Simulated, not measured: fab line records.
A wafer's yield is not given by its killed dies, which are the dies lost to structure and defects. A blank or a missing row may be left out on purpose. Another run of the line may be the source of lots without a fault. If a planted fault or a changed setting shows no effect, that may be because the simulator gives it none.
Which of the tools did it? || flow berkeley-cmos170 || Sampling: 14 lots, 42 wafers, 5 of 331 route steps

== WHAT THE GAUGES READ, wafer by wafer ==
UCB170_GATE_CD_MEAS_12: target cd 350 nm.
{"lot": "L176", "measured": "day 7 04:37", "on": "cd-sem-01", "cd-nm (nm)": "349.3 349.6 348.7"}
{"lot": "L174", "measured": "day 7 04:46", "on": "cd-sem-02", "cd-nm (nm)": "347.4 348.4 349.5"}
{"lot": "L175", "measured": "day 7 04:59", "on": "cd-sem-01", "cd-nm (nm)": "351.5 352.0 352.4"}
{"lot": "L178", "measured": "day 8 04:24", "on": "cd-sem-02", "cd-nm (nm)": "349.9 349.5 349.0"}
{"lot": "L182", "measured": "day 8 17:03", "on": "cd-sem-01", "cd-nm (nm)": "348.3 349.3 348.9"}
{"lot": "L181", "measured": "day 8 17:36", "on": "cd-sem-02", "cd-nm (nm)": "348.4 349.5 348.7"}
{"lot": "L188", "measured": "day 10 00:32", "on": "cd-sem-01", "cd-nm (nm)": "351.0 352.2 350.3"}
{"lot": "L185", "measured": "day 10 00:41", "on": "cd-sem-02", "cd-nm (nm)": "348.7 349.1 349.0"}
{"lot": "L186", "measured": "day 10 00:48", "on": "cd-sem-01", "cd-nm (nm)": "350.5 350.5 351.5"}
{"lot": "L189", "measured": "day 10 11:09", "on": "cd-sem-01", "cd-nm (nm)": "351.1 350.3 350.4"}
{"lot": "L191", "measured": "day 10 23:04", "on": "cd-sem-02", "cd-nm (nm)": "348.7 350.1 349.8"}
{"lot": "L192", "measured": "day 11 09:58", "on": "cd-sem-01", "cd-nm (nm)": "350.8 350.6 350.1"}
{"lot": "L194", "measured": "day 11 10:40", "on": "cd-sem-01", "cd-nm (nm)": "349.6 348.7 349.2"}
{"lot": "L197", "measured": "day 12 13:05", "on": "cd-sem-01", "cd-nm (nm)": "348.9 349.8 349.3"}

UCB170_GATE_OVL_MEAS_13.
{"lot": "L176", "measured": "day 7 04:44", "on": "overlay-01", "GATE_OVL (nm)": "-7 -12 -9"}
{"lot": "L174", "measured": "day 7 04:52", "on": "overlay-02", "GATE_OVL (nm)": "4 5 5"}
{"lot": "L175", "measured": "day 7 05:05", "on": "overlay-01", "GATE_OVL (nm)": "-7 -4 -1"}
{"lot": "L178", "measured": "day 8 04:29", "on": "overlay-01", "GATE_OVL (nm)": "-9 -5 -9"}
{"lot": "L182", "measured": "day 8 17:10", "on": "overlay-02", "GATE_OVL (nm)": "-7 -3 -8"}
{"lot": "L181", "measured": "day 8 17:43", "on": "overlay-01", "GATE_OVL (nm)": "6 -6 0"}
{"lot": "L188", "measured": "day 10 00:38", "on": "overlay-02", "GATE_OVL (nm)": "-1 0 -4"}
{"lot": "L185", "measured": "day 10 00:47", "on": "overlay-02", "GATE_OVL (nm)": "1 -1 -7"}
{"lot": "L186", "measured": "day 10 00:55", "on": "overlay-01", "GATE_OVL (nm)": "-24 -12 -14"}
{"lot": "L189", "measured": "day 10 11:16", "on": "overlay-02", "GATE_OVL (nm)": "-10 -1 -14"}
{"lot": "L191", "measured": "day 10 23:11", "on": "overlay-01", "GATE_OVL (nm)": "-2 -9 -1"}
{"lot": "L192", "measured": "day 11 10:05", "on": "overlay-02", "GATE_OVL (nm)": "4 -6 -2"}
{"lot": "L194", "measured": "day 11 10:47", "on": "overlay-02", "GATE_OVL (nm)": "-1 0 0"}
{"lot": "L197", "measured": "day 12 13:10", "on": "overlay-01", "GATE_OVL (nm)": "-2 5 -3"}

UCB170_NSD_CD_MEAS_06: target cd 1200 nm.
{"lot": "L176", "measured": "day 7 19:10", "on": "cd-sem-02", "cd-nm (nm)": "1199.7 1201.8 1201.3"}
{"lot": "L174", "measured": "day 7 19:41", "on": "cd-sem-02", "cd-nm (nm)": "1199.7 1199.3 1200.5"}
{"lot": "L175", "measured": "day 7 19:28", "on": "cd-sem-01", "cd-nm (nm)": "1200.9 1200.4 1201.0"}
{"lot": "L178", "measured": "day 8 17:54", "on": "cd-sem-02", "cd-nm (nm)": "1200.4 1199.3 1199.8"}
{"lot": "L182", "measured": "day 9 11:56", "on": "cd-sem-02", "cd-nm (nm)": "1198.1 1199.0 1198.8"}
{"lot": "L181", "measured": "day 9 12:13", "on": "cd-sem-01", "cd-nm (nm)": "1199.7 1199.8 1198.6"}
{"lot": "L188", "measured": "day 10 16:25", "on": "cd-sem-02", "cd-nm (nm)": "1199.6 1198.7 1200.8"}
{"lot": "L185", "measured": "day 10 16:17", "on": "cd-sem-02", "cd-nm (nm)": "1202.0 1202.5 1201.2"}
{"lot": "L186", "measured": "day 10 16:25", "on": "cd-sem-01", "cd-nm (nm)": "1201.8 1201.8 1201.5"}
{"lot": "L189", "measured": "day 11 03:26", "on": "cd-sem-02", "cd-nm (nm)": "1198.5 1201.7 1201.2"}
{"lot": "L191", "measured": "day 11 15:10", "on": "cd-sem-02", "cd-nm (nm)": "1201.7 1201.8 1202.0"}
{"lot": "L192", "measured": "day 12 04:41", "on": "cd-sem-02", "cd-nm (nm)": "1200.5 1199.1 1198.1"}
{"lot": "L194", "measured": "day 12 04:56", "on": "cd-sem-01", "cd-nm (nm)": "1199.2 1198.3 1197.7"}
{"lot": "L197", "measured": "day 13 01:16", "on": "cd-sem-02", "cd-nm (nm)": "1200.0 1200.2 1199.5"}

UCB170_SDANNEAL_RS_MEAS_05: measures by four-point-probe.
{"lot": "L176", "measured": "day 7 21:14", "on": "film-metro-02", "NLDD_RS (ohm/sq)": "616.9 619.3 617.0"}
{"lot": "L174", "measured": "day 7 21:44", "on": "film-metro-02", "NLDD_RS (ohm/sq)": "614.6 612.4 614.6"}
{"lot": "L175", "measured": "day 7 21:25", "on": "film-metro-03", "NLDD_RS (ohm/sq)": "617.8 619.7 619.8"}
{"lot": "L178", "measured": "day 8 20:04", "on": "film-metro-02", "NLDD_RS (ohm/sq)": "615.0 616.2 616.5"}
{"lot": "L182", "measured": "day 9 13:47", "on": "film-metro-03", "NLDD_RS (ohm/sq)": "617.6 617.3 618.1"}
{"lot": "L181", "measured": "day 9 14:04", "on": "film-metro-01", "NLDD_RS (ohm/sq)": "617.0 617.4 616.6"}
{"lot": "L188", "measured": "day 10 18:31", "on": "film-metro-01", "NLDD_RS (ohm/sq)": "616.4 616.1 615.6"}
{"lot": "L185", "measured": "day 10 18:08", "on": "film-metro-02", "NLDD_RS (ohm/sq)": "613.6 614.2 615.1"}
{"lot": "L186", "measured": "day 10 18:31", "on": "film-metro-03", "NLDD_RS (ohm/sq)": "617.1 617.2 617.2"}
{"lot": "L189", "measured": "day 11 05:17", "on": "film-metro-01", "NLDD_RS (ohm/sq)": "614.2 614.3 615.3"}
{"lot": "L191", "measured": "day 11 17:24", "on": "film-metro-02", "NLDD_RS (ohm/sq)": "628.1 629.1 627.6 628.0 628.1 627.3"}
{"lot": "L192", "measured": "day 12 06:53", "on": "film-metro-02", "NLDD_RS (ohm/sq)": "626.5 627.9 626.9 626.1 626.4 625.9"}
{"lot": "L194", "measured": "day 12 07:04", "on": "film-metro-03", "NLDD_RS (ohm/sq)": "618.3 617.1 618.5"}
{"lot": "L197", "measured": "day 13 03:52", "on": "film-metro-03", "NLDD_RS (ohm/sq)": "617.6 616.7 616.7"}

== TOOL THAT RAN EACH LOT (tool first, then ch and the chambers of the sampled wafers, then the start) ==
{"lot": "L176", "UCB170_NLDD_IMPLANT_09": "implanter-02 ch 0, day 7 08:40"}
{"lot": "L174", "UCB170_NLDD_IMPLANT_09": "implanter-04 ch 0, day 7 09:07"}
{"lot": "L175", "UCB170_NLDD_IMPLANT_09": "implanter-03 ch 0, day 7 09:25"}
{"lot": "L178", "UCB170_NLDD_IMPLANT_09": "implanter-03 ch 0, day 8 08:34"}
{"lot": "L182", "UCB170_NLDD_IMPLANT_09": "implanter-02 ch 0, day 8 21:45"}
{"lot": "L181", "UCB170_NLDD_IMPLANT_09": "implanter-04 ch 0, day 8 21:58"}
{"lot": "L188", "UCB170_NLDD_IMPLANT_09": "implanter-03 ch 0, day 10 07:01"}
{"lot": "L185", "UCB170_NLDD_IMPLANT_09": "implanter-04 ch 0, day 10 07:18"}
{"lot": "L186", "UCB170_NLDD_IMPLANT_09": "implanter-02 ch 0, day 10 07:02"}
{"lot": "L189", "UCB170_NLDD_IMPLANT_09": "implanter-04 ch 0, day 10 16:34"}
{"lot": "L191", "UCB170_NLDD_IMPLANT_09": "implanter-04 ch 0, day 11 03:25"}
{"lot": "L192", "UCB170_NLDD_IMPLANT_09": "implanter-04 ch 0, day 11 16:38"}
{"lot": "L194", "UCB170_NLDD_IMPLANT_09": "implanter-03 ch 0, day 11 16:51"}
{"lot": "L197", "UCB170_NLDD_IMPLANT_09": "implanter-03 ch 0, day 12 16:38"}
- UCB170_NLDD_IMPLANT_09

== WHAT THE TOOLS THEMSELVES READ (means of the sampled wafers that have a number; where no wafer has one, the mark that the record gives instead) ==
UCB170_NLDD_IMPLANT_09.
{"lot": "L176", "tool": "implanter-02", "faraday-current-uA": 160}
{"lot": "L174", "tool": "implanter-04", "faraday-current-uA": 161}
{"lot": "L175", "tool": "implanter-03", "faraday-current-uA": 160}
{"lot": "L178", "tool": "implanter-03", "faraday-current-uA": 158}
{"lot": "L182", "tool": "implanter-02", "faraday-current-uA": 159}
{"lot": "L181", "tool": "implanter-04", "faraday-current-uA": 157}
{"lot": "L188", "tool": "implanter-03", "faraday-current-uA": 160}
{"lot": "L185", "tool": "implanter-04", "faraday-current-uA": 158}
{"lot": "L186", "tool": "implanter-02", "faraday-current-uA": 157}
{"lot": "L189", "tool": "implanter-04", "faraday-current-uA": 159}
{"lot": "L191", "tool": "implanter-04", "faraday-current-uA": 157}
{"lot": "L192", "tool": "implanter-04", "faraday-current-uA": 161}
{"lot": "L194", "tool": "implanter-03", "faraday-current-uA": 158}
{"lot": "L197", "tool": "implanter-03", "faraday-current-uA": 160}

== THE ANSWER, worked out from the rows above alone ==
Rule: what is usual is taken from the lots themselves. Put in order of their means at a reading, lots are off if they are a third of the lots or fewer, leave a main group of 4 or more, and stand apart from it by a gap of 3 or more times the standard deviation of the main group's means; of several such gaps the widest counts. Not used: any main group whose means are identical at the precision the tables above print for the reading. Also off: a lot with no number at a reading for which 4 or more lots have one. The other lots that the step has rows for count as sound. Order of review: gauges by route order, followed by the tools' own readings, for which a lot's mean as printed above is used. At the first step where some lot is off, the reading lying furthest off is the one used; lots without a number count as furthest.
Off: L191, L192, at UCB170_SDANNEAL_RS_MEAS_05 (NLDD_RS). Mean 616.5 ohm/sq and standard deviation 1.5 in the main group.
If a tool, at a process step before that reading, ran all the lots that are off and no sound lot after the first of them, it fits. Those tools and the gauges at UCB170_SDANNEAL_RS_MEAS_05 are tried in the same way. Can't be told from this: 2 tools fit, implanter-04 at UCB170_NLDD_IMPLANT_09, film-metro-02 at UCB170_SDANNEAL_RS_MEAS_05.

== WHAT HAD BEEN PUT IN BY THE SIMULATOR ==
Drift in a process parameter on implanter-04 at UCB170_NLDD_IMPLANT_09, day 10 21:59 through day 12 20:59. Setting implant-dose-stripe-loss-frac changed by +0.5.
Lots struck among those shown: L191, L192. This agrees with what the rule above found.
